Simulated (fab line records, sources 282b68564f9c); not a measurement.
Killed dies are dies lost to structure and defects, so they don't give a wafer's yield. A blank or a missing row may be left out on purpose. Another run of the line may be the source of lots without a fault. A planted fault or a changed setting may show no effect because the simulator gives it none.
Chamber matching :: flow ritCmos :: RIT_CONTACT_CVD_00 on pecvd-01: 3 sister chambers
The step deposits SiO2 from TEOS, target thk 400 nm, time 62.96 s. 14 wafers are shown with their chamber, then 7 later ones without.

## WAFERS, EACH WITH ITS CHAMBER
wafer: L653.4
chamber: 1
heaterPowerW (W): 523

wafer: L653.5
chamber: 0
heaterPowerW (W): 362

wafer: L653.6
chamber: 2
heaterPowerW (W): 311

wafer: L659.2
chamber: 0
heaterPowerW (W): 381

wafer: L659.3
chamber: 2
heaterPowerW (W): 333

wafer: L659.5
chamber: 2
heaterPowerW (W): 352

wafer: L665.2
chamber: 0
heaterPowerW (W): 378

wafer: L665.3
chamber: 2
heaterPowerW (W): 412

wafer: L665.6
chamber: 2
heaterPowerW (W): 317

wafer: L668.1
chamber: 2
heaterPowerW (W): 341

wafer: L668.3
chamber: 1
heaterPowerW (W): 477

wafer: L668.4
chamber: 0
heaterPowerW (W): 364

wafer: L670.1
chamber: 2
heaterPowerW (W): 373

wafer: L670.3
chamber: 1
heaterPowerW (W): 446

SIGNATURES (averages over the wafers above)
reading: heaterPowerW
chamber 0: 371.25
chamber 1: 482.00
chamber 2: 348.43
scatter within a chamber: 31.1
Rule: distance of a wafer from a chamber = root of the sum over the readings of ((wafer's reading minus chamber's mean) / reading's scatter) squared. If the next closest chamber is less than 2 further off than the closest, the wafer can't be placed; otherwise it belongs to the closest. The scatter: take each reading less its chamber's mean, square it, sum over the shown wafers, divide by the number of wafers less the number of chambers, and take the root.

## WAFERS WHOSE CHAMBER IS MISSING
wafer: L670.4
heaterPowerW (W): 395

wafer: L673.2
heaterPowerW (W): 504

wafer: L673.4
heaterPowerW (W): 288

wafer: L673.5
heaterPowerW (W): 515

wafer: L676.4
heaterPowerW (W): 344

wafer: L676.5
heaterPowerW (W): 523

wafer: L676.6
heaterPowerW (W): 284

## WHICH CHAMBER EACH WENT THROUGH
wafer: L670.4
from the rows above: can't be placed: 0 or 2
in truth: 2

wafer: L673.2
from the rows above: 1
in truth: 1

wafer: L673.4
from the rows above: can't be placed: 2 or 0
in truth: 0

wafer: L673.5
from the rows above: 1
in truth: 1

wafer: L676.4
from the rows above: can't be placed: 2 or 0
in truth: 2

wafer: L676.5
from the rows above: 1
in truth: 1

wafer: L676.6
from the rows above: can't be placed: 2 or 0
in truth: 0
Placed correctly: 3 of 7. Can't be placed from these rows: 4 (the true chamber is among the candidates in 4). 0 placed wrongly.
